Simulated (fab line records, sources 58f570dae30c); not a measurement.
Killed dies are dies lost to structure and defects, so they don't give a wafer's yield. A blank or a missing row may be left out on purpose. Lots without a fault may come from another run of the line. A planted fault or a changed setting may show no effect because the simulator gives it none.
Which tool did it? | flow berkeley_cmos170 | 13 lots, 39 wafers sampled, at 6 steps of a route of 331

WHAT THE GAUGES READ, wafer by wafer
UCB170_NVT_OVL_MEAS_06.
lot  | measured     | on         | NVT_OVL (nm)
L763 | day 6 08:30  | overlay-01 | -6 -5 -6
L767 | day 7 04:44  | overlay-01 | 11 5 -6
L766 | day 7 04:53  | overlay-01 | 9 3 6
L765 | day 7 05:17  | overlay-02 | 7 0 7
L769 | day 7 13:08  | overlay-02 | 10 2 2
L768 | day 7 13:12  | overlay-01 | 0 -3 -1
L772 | day 7 22:31  | overlay-02 | -12 -12 -13
L773 | day 8 19:51  | overlay-02 | -5 1 13
L774 | day 8 20:02  | overlay-02 | - - -
L782 | day 9 17:02  | overlay-02 | -2 1 5
L784 | day 10 09:49 | overlay-01 | 0 4 -6
L785 | day 10 10:43 | overlay-01 | -2 1 -5
L786 | day 10 22:53 | overlay-02 | 0 -2 3

UCB170_NVT_TW_MEAS_09.
lot  | measured     | on            | NVT_TW
L763 | day 6 08:47  | film_metro-03 | 523 526 524
L767 | day 7 05:01  | film_metro-01 | 518 516 519
L766 | day 7 05:10  | film_metro-04 | 528 529 526
L765 | day 7 05:35  | film_metro-01 | 514 514 516
L769 | day 7 13:26  | film_metro-01 | 513 516 516
L768 | day 7 13:29  | film_metro-03 | 525 525 527
L772 | day 7 22:49  | film_metro-03 | 528 529 529
L773 | day 8 20:08  | film_metro-04 | 530 529 527
L774 | day 8 20:20  | film_metro-03 | 30 30 30
L782 | day 9 17:20  | film_metro-04 | 525 529 531
L784 | day 10 10:07 | film_metro-04 | 527 526 526
L785 | day 10 11:00 | film_metro-01 | 516 514 515
L786 | day 10 23:10 | film_metro-01 | 516 515 514

UCB170_NLDD_TW_MEAS_11.
lot  | measured     | on            | NLDD_TW
L763 | day 7 05:10  | film_metro-03 | 2215 2228 2224
L767 | day 8 02:50  | film_metro-03 | 2210 2213 2212
L766 | day 8 03:47  | film_metro-03 | 2218 2231 2220
L765 | day 8 03:40  | film_metro-03 | 2222 2223 2218
L769 | day 8 06:14  | film_metro-01 | 2187 2186 2191
L768 | day 8 05:59  | film_metro-03 | 2224 2244 2228
L772 | day 9 02:43  | film_metro-03 | 2212 2220 2213
L773 | day 9 15:36  | film_metro-02 | 2221 2212 2215
L774 | day 9 16:51  | film_metro-02 | 2217 2218 2208
L782 | day 10 17:59 | film_metro-02 | 2217 2206 2208
L784 | day 11 08:15 | film_metro-01 | 2208 2209 2213
L785 | day 11 08:28 | film_metro-02 | 2236 2229 2212
L786 | day 11 20:10 | film_metro-01 | 2224 2212 2207

UCB170_M1_OVL_MEAS_10.
lot  | measured     | on         | M1_OVL (nm)
L763 | day 7 22:55  | overlay-02 | 0 -4 -4
L767 | day 8 19:40  | overlay-02 | -7 -5 -11
L766 | day 8 21:55  | overlay-01 | 9 9 10
L765 | day 8 22:31  | overlay-02 | 6 7 8
L769 | day 8 23:22  | overlay-02 | 2 2 2
L768 | day 9 00:13  | overlay-02 | 0 1 -4
L772 | day 9 23:37  | overlay-02 | -3 -8 -8
L773 | day 10 13:07 | overlay-02 | 6 6 -1
L774 | day 10 15:34 | overlay-02 | -5 1 1
L782 | day 11 15:48 | overlay-02 | -14 -10 -7
L784 | day 12 05:04 | overlay-02 | 4 5 9
L785 | day 12 05:36 | overlay-01 | 7 3 5
L786 | day 12 16:20 | overlay-02 | 0 -7 -8

WHICH TOOL RAN EACH LOT (tool, then ch and the chambers of the sampled wafers, then the start)
lot  | UCB170_NVT_EXPOSE_03              | UCB170_PLDD_STRIP_10
L763 | krf_scanner-01 ch 0, day 6 07:48  | plasma_asher-01 ch 0,1, day 7 01:51
L767 | krf_scanner-02 ch 0, day 7 03:52  | plasma_asher-02 ch 0, day 8 00:01
L766 | krf_scanner-02 ch 0, day 7 03:59  | plasma_asher-04 ch 0,1, day 8 00:34
L765 | krf_scanner-01 ch 0, day 7 04:22  | plasma_asher-02 ch 0,1, day 8 00:34
L769 | krf_scanner-01 ch 0, day 7 12:31  | plasma_asher-02 ch 0,1, day 8 04:09
L768 | krf_scanner-01 ch 0, day 7 12:36  | plasma_asher-04 ch 0,1, day 8 03:55
L772 | krf_scanner-01 ch 0, day 7 21:37  | plasma_asher-02 ch 0,1, day 9 00:22
L773 | krf_scanner-02 ch 0, day 8 19:10  | plasma_asher-02 ch 0,1, day 9 13:08
L774 | krf_scanner-01 ch 0, day 8 19:25  | plasma_asher-01 ch 0,1, day 9 13:50
L782 | krf_scanner-01 ch 0, day 9 16:08  | plasma_asher-01 ch 0,1, day 10 15:39
L784 | krf_scanner-02 ch 0, day 10 09:07 | plasma_asher-02 ch 0,1, day 11 05:49
L785 | krf_scanner-01 ch 0, day 10 09:26 | plasma_asher-04 ch 0,1, day 11 06:04
L786 | krf_scanner-01 ch 0, day 10 22:09 | plasma_asher-01 ch 0,1, day 11 17:26
- UCB170_NVT_EXPOSE_03: exposes mask PWELL, target cd 3000 nm.
- UCB170_PLDD_STRIP_10: strips in O2.

WHAT THE TOOLS THEMSELVES READ (means of the sampled wafers that have a number; where no wafer has one, the mark that the record gives instead)
UCB170_NVT_EXPOSE_03.
lot  | tool           | exposure_dose_mJ_cm2
L763 | krf_scanner-01 | 30.022
L767 | krf_scanner-02 | 30.052
L766 | krf_scanner-02 | 30.000
L765 | krf_scanner-01 | 29.972
L769 | krf_scanner-01 | 29.998
L768 | krf_scanner-01 | 29.982
L772 | krf_scanner-01 | 29.994
L773 | krf_scanner-02 | 29.995
L774 | krf_scanner-01 | 29.984
L782 | krf_scanner-01 | 29.962
L784 | krf_scanner-02 | 29.982
L785 | krf_scanner-01 | 30.007
L786 | krf_scanner-01 | 29.995

UCB170_PLDD_STRIP_10.
lot  | tool            | drypump_motor_current_A (A) | oes_product_au (a.u.) | strip_time_to_endpoint_s (s)
L763 | plasma_asher-01 | 5.5                         | 0.736                 | 21.59
L767 | plasma_asher-02 | 5.2                         | 0.737                 | 21.54
L766 | plasma_asher-04 | 6.1                         | 0.735                 | 21.60
L765 | plasma_asher-02 | 5.6                         | 0.734                 | 21.51
L769 | plasma_asher-02 | 5.5                         | 0.733                 | 21.64
L768 | plasma_asher-04 | 6.1                         | 0.735                 | 21.57
L772 | plasma_asher-02 | 5.8                         | 0.740                 | 21.57
L773 | plasma_asher-02 | 5.8                         | 0.736                 | 21.56
L774 | plasma_asher-01 | 5.5                         | 0.736                 | 21.57
L782 | plasma_asher-01 | 5.5                         | 0.731                 | 21.67
L784 | plasma_asher-02 | 5.8                         | 0.736                 | 21.63
L785 | plasma_asher-04 | 6.1                         | 0.734                 | 21.76
L786 | plasma_asher-01 | 5.3                         | 0.739                 | 21.64

THE ANSWER, worked out from the rows above alone
Rule: what is usual is taken from the lots themselves. Put in order of their means at a reading, lots are off if they are a third of the lots or fewer, leave a main group of 4 or more, and stand apart from it by a gap of 3 or more times the standard deviation of the main group's means; of several such gaps the widest counts. A main group whose means are all the same, to the digits that the tables above print for the reading, isn't used. A lot without any number at a reading at which 4 lots or more have one is off too. The other lots that the step has rows for count as sound. The gauges are gone through in route order, then the tools' own readings, and for those a lot's mean is taken as printed above. The first step at which some lot is off is used, and at that step the reading that is off furthest; a lot without a number counts as furthest.
Off: L774, at UCB170_NVT_OVL_MEAS_06 (NVT_OVL). Without a number there: L774. The main group: mean 0 nm, standard deviation 4.9.
A tool fits if, at a process step before that reading, it ran every lot that is off, and no sound lot after the first of them. The gauges at UCB170_NVT_OVL_MEAS_06 aren't tried: what is off there is off at UCB170_NVT_TW_MEAS_09 too, on other tools, and a gauge's error can't cause that. None of those tried fits.

WHAT THE SIMULATOR HAD PUT IN
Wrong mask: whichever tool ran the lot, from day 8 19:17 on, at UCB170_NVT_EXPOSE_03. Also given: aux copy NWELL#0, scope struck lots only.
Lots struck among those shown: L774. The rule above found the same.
